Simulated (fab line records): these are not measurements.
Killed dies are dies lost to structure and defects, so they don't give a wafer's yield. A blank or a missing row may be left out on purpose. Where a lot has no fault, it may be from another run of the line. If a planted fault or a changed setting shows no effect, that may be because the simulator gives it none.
Which tool is to blame? / flow berkeley_cmos170 / 42 wafers from 14 lots sampled at 4 of the route's 331 steps

== WHAT THE GAUGES SHOWED, per wafer ==
UCB170_PWELL_THK_MEAS_03. Usual: PWELL_OXIDE_THK typically reads 26.6 nm, with standard deviation 0.51.
lot=L334; measured=day 2 23:15; on=film_metro-02; PWELL_OXIDE_THK (nm)=26.6 26.7 27.0; flag=
lot=L336; measured=day 3 14:27; on=film_metro-02; PWELL_OXIDE_THK (nm)=27.4 27.4 27.4; flag=
lot=L338; measured=day 4 11:37; on=film_metro-01; PWELL_OXIDE_THK (nm)=26.7 26.4 26.6; flag=
lot=L340; measured=day 4 20:28; on=film_metro-02; PWELL_OXIDE_THK (nm)=21.9 21.2 21.0; flag=OFF
lot=L341; measured=day 4 20:29; on=film_metro-01; PWELL_OXIDE_THK (nm)=20.2 20.8 20.3; flag=OFF
lot=L346; measured=day 6 04:34; on=film_metro-04; PWELL_OXIDE_THK (nm)=26.2 26.5 26.3; flag=
lot=L347; measured=day 6 04:35; on=film_metro-02; PWELL_OXIDE_THK (nm)=26.2 26.3 26.4; flag=
lot=L350; measured=day 6 23:49; on=film_metro-04; PWELL_OXIDE_THK (nm)=27.0 27.2 27.3; flag=
lot=L351; measured=day 6 23:49; on=film_metro-02; PWELL_OXIDE_THK (nm)=26.0 26.6 26.4; flag=
lot=L352; measured=day 7 07:48; on=film_metro-02; PWELL_OXIDE_THK (nm)=26.2 26.1 26.2; flag=
lot=L353; measured=day 7 07:48; on=film_metro-04; PWELL_OXIDE_THK (nm)=26.8 27.2 26.6; flag=
lot=L354; measured=day 7 12:22; on=film_metro-04; PWELL_OXIDE_THK (nm)=27.1 27.0 27.2; flag=
lot=L355; measured=day 7 12:22; on=film_metro-01; PWELL_OXIDE_THK (nm)=27.0 26.5 26.6; flag=
lot=L356; measured=day 7 18:53; on=film_metro-01; PWELL_OXIDE_THK (nm)=27.4 27.4 26.6; flag=

UCB170_SDANNEAL_RS_MEAS_03: measurement is done with a four-point probe. Usual: NSD_RS typically reads 37.24 ohm/sq, with standard deviation 0.086.
lot=L334; measured=day 8 11:47; on=film_metro-02; NSD_RS (ohm/sq)=37.15 37.38 37.18; flag=
lot=L336; measured=day 8 11:02; on=film_metro-02; NSD_RS (ohm/sq)=37.20 37.09 37.19; flag=
lot=L338; measured=day 9 22:25; on=film_metro-02; NSD_RS (ohm/sq)=37.18 37.31 37.29; flag=
lot=L340; measured=day 9 22:14; on=film_metro-03; NSD_RS (ohm/sq)=37.34 37.35 37.37; flag=
lot=L341; measured=day 9 22:46; on=film_metro-03; NSD_RS (ohm/sq)=37.23 37.29 37.23; flag=
lot=L346; measured=day 11 01:50; on=film_metro-02; NSD_RS (ohm/sq)=37.16 37.13 37.22; flag=
lot=L347; measured=day 12 02:19; on=film_metro-03; NSD_RS (ohm/sq)=37.39 37.25 37.21; flag=
lot=L350; measured=day 12 03:12; on=film_metro-02; NSD_RS (ohm/sq)=37.09 37.21 37.05; flag=
lot=L351; measured=day 12 02:39; on=film_metro-01; NSD_RS (ohm/sq)=37.24 37.27 37.25; flag=
lot=L352; measured=day 12 10:04; on=film_metro-02; NSD_RS (ohm/sq)=37.44 37.32 37.39; flag=
lot=L353; measured=day 12 10:49; on=film_metro-02; NSD_RS (ohm/sq)=37.23 37.37 37.23; flag=
lot=L354; measured=day 12 10:20; on=film_metro-03; NSD_RS (ohm/sq)=37.17 37.19 37.37; flag=
lot=L355; measured=day 12 10:31; on=film_metro-01; NSD_RS (ohm/sq)=37.40 37.42 37.38; flag=
lot=L356; measured=day 13 06:56; on=film_metro-02; NSD_RS (ohm/sq)=37.18 37.23 37.23; flag=

UCB170_M3_OVL_MEAS_16. Usual: M3_OVL typically reads 1 nm, with standard deviation 5.6.
lot=L334; measured=day 9 12:08; on=overlay-02; M3_OVL (nm)=-6 -4 4; flag=
lot=L336; measured=day 9 12:59; on=overlay-01; M3_OVL (nm)=1 3 2; flag=
lot=L338; measured=day 10 18:27; on=overlay-02; M3_OVL (nm)=7 8 9; flag=
lot=L340; measured=day 10 21:43; on=overlay-01; M3_OVL (nm)=-9 0 2; flag=
lot=L341; measured=day 10 22:55; on=overlay-02; M3_OVL (nm)=6 6 10; flag=
lot=L346; measured=day 11 19:50; on=overlay-01; M3_OVL (nm)=2 -3 -2; flag=
lot=L347; measured=day 13 01:44; on=overlay-01; M3_OVL (nm)=3 0 4; flag=
lot=L350; measured=day 13 10:35; on=overlay-02; M3_OVL (nm)=-1 0 1; flag=
lot=L351; measured=day 13 08:17; on=overlay-02; M3_OVL (nm)=-2 -8 1; flag=
lot=L352; measured=day 13 13:17; on=overlay-01; M3_OVL (nm)=4 -8 7; flag=
lot=L353; measured=day 13 14:11; on=overlay-01; M3_OVL (nm)=18 11 16; flag=
lot=L354; measured=day 13 18:10; on=overlay-01; M3_OVL (nm)=-2 -1 1; flag=
lot=L355; measured=day 13 17:49; on=overlay-02; M3_OVL (nm)=7 2 3; flag=
lot=L356; measured=day 14 05:27; on=overlay-02; M3_OVL (nm)=6 10 8; flag=

== WHICH TOOL RAN EACH LOT (tool, then ch and the chambers of the sampled wafers, then the start) ==
lot=L334; UCB170_PWELL_OXIDATION_02=furnace-02 ch 0, day 2 21:54
lot=L336; UCB170_PWELL_OXIDATION_02=furnace-02 ch 0, day 3 13:06
lot=L338; UCB170_PWELL_OXIDATION_02=furnace-04 ch 0, day 4 10:15
lot=L340; UCB170_PWELL_OXIDATION_02=furnace-02 ch 0, day 4 19:07
lot=L341; UCB170_PWELL_OXIDATION_02=furnace-02 ch 0, day 4 19:07
lot=L346; UCB170_PWELL_OXIDATION_02=furnace-01 ch 0, day 6 03:13
lot=L347; UCB170_PWELL_OXIDATION_02=furnace-01 ch 0, day 6 03:13
lot=L350; UCB170_PWELL_OXIDATION_02=furnace-04 ch 0, day 6 22:28
lot=L351; UCB170_PWELL_OXIDATION_02=furnace-04 ch 0, day 6 22:28
lot=L352; UCB170_PWELL_OXIDATION_02=furnace-01 ch 0, day 7 06:27
lot=L353; UCB170_PWELL_OXIDATION_02=furnace-01 ch 0, day 7 06:27
lot=L354; UCB170_PWELL_OXIDATION_02=furnace-02 ch 0, day 7 11:01
lot=L355; UCB170_PWELL_OXIDATION_02=furnace-02 ch 0, day 7 11:01
lot=L356; UCB170_PWELL_OXIDATION_02=furnace-04 ch 0, day 7 17:31
- UCB170_PWELL_OXIDATION_02: target thk 26.4 nm, ox time 1260 s.

== WHAT THE TOOLS THEMSELVES READ (means of the sampled wafers that have a number; where no wafer has one, the mark that the record gives instead) ==
UCB170_PWELL_OXIDATION_02. Usual: spike_tc_centre_C 1002.4 C, standard deviation 1.2; spike_tc_load_C 1028.8 C, standard deviation 2.9; spike_tc_source_C 1024.3 C, standard deviation 1.4; tube_center_temp_C 1000 C, standard deviation 0.092; tube_center_temp_C_max 1002.6, standard deviation 0.38; zone_power_source_pct 33.2 %, standard deviation 0.65.
lot=L334; tool=furnace-02; spike_tc_centre_C (C)=1002.0; spike_tc_load_C (C)=1029.1; spike_tc_source_C (C)=1023.7; tube_center_temp_C (C)=1000; tube_center_temp_C_max=1002.6; zone_power_source_pct (%)=32.7; flag=
lot=L336; tool=furnace-02; spike_tc_centre_C (C)=1003.1; spike_tc_load_C (C)=1029.4; spike_tc_source_C (C)=1024.1; tube_center_temp_C (C)=1000; tube_center_temp_C_max=1002.7; zone_power_source_pct (%)=33.0; flag=
lot=L338; tool=furnace-04; spike_tc_centre_C (C)=1002.7; spike_tc_load_C (C)=1031.5; spike_tc_source_C (C)=1024.8; tube_center_temp_C (C)=1000; tube_center_temp_C_max=1002.5; zone_power_source_pct (%)=34.1; flag=
lot=L340; tool=furnace-02; spike_tc_centre_C (C)=979.8; spike_tc_load_C (C)=1005.3; spike_tc_source_C (C)=1001.0; tube_center_temp_C (C)=977; tube_center_temp_C_max=980.0; zone_power_source_pct (%)=30.8; flag=OFF
lot=L341; tool=furnace-02; spike_tc_centre_C (C)=979.5; spike_tc_load_C (C)=1005.9; spike_tc_source_C (C)=1000.1; tube_center_temp_C (C)=977; tube_center_temp_C_max=979.7; zone_power_source_pct (%)=31.3; flag=OFF
lot=L346; tool=furnace-01; spike_tc_centre_C (C)=1003.3; spike_tc_load_C (C)=1024.6; spike_tc_source_C (C)=1026.5; tube_center_temp_C (C)=1000; tube_center_temp_C_max=1002.5; zone_power_source_pct (%)=33.3; flag=
lot=L347; tool=furnace-01; spike_tc_centre_C (C)=1004.0; spike_tc_load_C (C)=1022.8; spike_tc_source_C (C)=1026.3; tube_center_temp_C (C)=1000; tube_center_temp_C_max=1002.5; zone_power_source_pct (%)=33.5; flag=
lot=L350; tool=furnace-04; spike_tc_centre_C (C)=1002.2; spike_tc_load_C (C)=1032.8; spike_tc_source_C (C)=1024.6; tube_center_temp_C (C)=1000; tube_center_temp_C_max=1002.6; zone_power_source_pct (%)=34.3; flag=
lot=L351; tool=furnace-04; spike_tc_centre_C (C)=1001.9; spike_tc_load_C (C)=1032.2; spike_tc_source_C (C)=1023.1; tube_center_temp_C (C)=1000; tube_center_temp_C_max=1002.3; zone_power_source_pct (%)=34.7; flag=
lot=L352; tool=furnace-01; spike_tc_centre_C (C)=1004.3; spike_tc_load_C (C)=1022.7; spike_tc_source_C (C)=1026.5; tube_center_temp_C (C)=1000; tube_center_temp_C_max=1002.6; zone_power_source_pct (%)=33.4; flag=
lot=L353; tool=furnace-01; spike_tc_centre_C (C)=1004.6; spike_tc_load_C (C)=1023.4; spike_tc_source_C (C)=1027.0; tube_center_temp_C (C)=1000; tube_center_temp_C_max=1002.7; zone_power_source_pct (%)=33.7; flag=
lot=L354; tool=furnace-02; spike_tc_centre_C (C)=1002.5; spike_tc_load_C (C)=1028.8; spike_tc_source_C (C)=1023.4; tube_center_temp_C (C)=1000; tube_center_temp_C_max=1002.2; zone_power_source_pct (%)=33.0; flag=
lot=L355; tool=furnace-02; spike_tc_centre_C (C)=1001.8; spike_tc_load_C (C)=1029.8; spike_tc_source_C (C)=1023.3; tube_center_temp_C (C)=1000; tube_center_temp_C_max=1002.7; zone_power_source_pct (%)=32.7; flag=
lot=L356; tool=furnace-04; spike_tc_centre_C (C)=1002.6; spike_tc_load_C (C)=1031.7; spike_tc_source_C (C)=1023.3; tube_center_temp_C (C)=1000; tube_center_temp_C_max=1002.4; zone_power_source_pct (%)=33.7; flag=

== THE ANSWER, worked out from the rows above alone ==
Rule: a lot is off if the mean of its wafers that have a number lies more than 3 standard deviations from the usual mean. Also off: a lot with no number at a reading for which 4 or more lots have one. The other lots that the step has rows for count as sound. The gauges are gone through in route order, then the tools' own readings, and for those a lot's mean is taken as printed above. At the first step where some lot is off, the reading lying furthest off is the one used; lots without a number count as furthest.
Off: L340, L341, at UCB170_PWELL_THK_MEAS_03 (PWELL_OXIDE_THK).
A tool fits if, at a process step before that reading, it ran every lot that is off, and no sound lot after the first of them. Not tried: the gauges at UCB170_PWELL_THK_MEAS_03; whatever is off there is also off at UCB170_PWELL_OXIDATION_02, on other tools, and gauge error can't account for it. No candidate that was tried fits.

== WHAT THE SIMULATOR PUT IN ==
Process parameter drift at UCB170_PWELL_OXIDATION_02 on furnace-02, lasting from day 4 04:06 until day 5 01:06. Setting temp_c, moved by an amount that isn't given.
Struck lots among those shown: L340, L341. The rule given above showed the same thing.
